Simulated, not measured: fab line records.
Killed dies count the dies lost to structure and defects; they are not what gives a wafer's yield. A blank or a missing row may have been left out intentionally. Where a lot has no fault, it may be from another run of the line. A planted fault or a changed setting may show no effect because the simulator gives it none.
Comparing a struck lot with a sound one	flow rit cmos	15 steps out of a route of 202
Sound: these wafers, L759.2, L759.3, L759.6. Struck: wafers L749.1, L749.3, L749.5. The cause comes at the end.
Each step with rows lists, per side, the tool, then ch with its chambers, then its first start. Under that, the readings that differ: sound wafers	struck wafers	difference of the means	sigmas: that difference in standard deviations of wafers without a fault.
alike: readings whose means differ by less than 2 such deviations, and words and numbers that are the same on both sides. not compared: withheld readings, readings that some wafer has no value for, bounds like >300 that may hide the same value, and numbers for which the record gives no deviation and whose values overlap.
The two part at a step that has a row with sigmas, a row that says differs or no value, or rows on one side only. Numbers that have no deviation but don't overlap get no sigmas and don't part them. A reading that every wafer of one side lacks parts them only if that side has two wafers or more.

first, 6 steps without rows for these wafers: RIT_CONTACT_HMDS_02 (prime time 60 s); RIT_CONTACT_COAT_03 (resist thk 1000 nm); RIT_CONTACT_SOFTBAKE_04 (time 60 s); RIT_CONTACT_EXPOSE_05 (exposes mask M11, target cd 1000 nm); RIT_CONTACT_PEB_06; RIT_CONTACT_DEVELOP_07 (develop time 120 s).
RIT_CONTACT_CD_MEAS_08: the cd target is 1000 nm.
  struck on cd sem-02, day 5 01:14; sound on cd sem-02, day 7 01:28
  alike: cd nm
RIT_CONTACT_OVL_MEAS_09:
  struck on overlay-01, day 5 01:22; sound on overlay-02, day 7 01:34
reading	sound	struck	difference	sigmas
CONTACT_OVL (nm)	1.2 1.3 0.9	-2.4 -2.8 -1.2	-3.3	-3
then, 1 step without rows for these wafers: RIT_CONTACT_HARDBAKE_10 (time 60 s).
RIT_CONTACT_ETCH_11: etches SiO2 in CHF3/CF4/Ar, stops on TiSi2, target depth 480 nm, time 315.2 s.
  sound on rie diel-04 ch 2,3, day 7 01:50; struck on rie diel-03 ch 0,3, day 5 01:37
  alike: O2_flow_sccm, drypump motor current A, oes product au, throttle valve pct
  not compared: rf hours counter h
RIT_CONTACT_STRIP_12: strips in O2, time 180 s.
  sound on plasma asher-03 ch 1, day 7 02:02; struck on plasma asher-03 ch 0,1, day 5 01:49
  alike: drypump motor current A
  not compared: rf hours counter h
RIT_CONTACT_CD_MEAS_90: the cd target is 1000 nm.
  struck on cd sem-01, day 5 01:59; sound on cd sem-01, day 7 02:13
  alike: cd nm
RIT_CONTACT_CLEAN_13: cleans in SC1, time 600 s.
  sound on wet bench-03 ch 2, day 7 02:19; struck on wet bench-03 ch 0, day 5 02:06
  no value came back on the struck wafers for bath guard temp C (C), bath heat duty pct (%); on the sound wafers bath guard temp C (C) reads 75.2 75.1 75.4
then, 1 step without rows for these wafers: RIT_CONTACT_CLEAN_14 (cleans in SC2, time 600 s).
RIT_M1_PROBE_99:
  struck on prober-02, day 5 09:28; sound on prober-01, day 7 06:44
  alike: killed at contacts, killed at front end, killed dies, killed on rim, killed open, killed short

WHERE THEY PART
Earliest at RIT_CONTACT_OVL_MEAS_09; latest, in this record, at RIT_CONTACT_CLEAN_13. Later steps at which nothing parts them and some readings are alike: RIT_M1_PROBE_99.

WHY: what the simulator had put in
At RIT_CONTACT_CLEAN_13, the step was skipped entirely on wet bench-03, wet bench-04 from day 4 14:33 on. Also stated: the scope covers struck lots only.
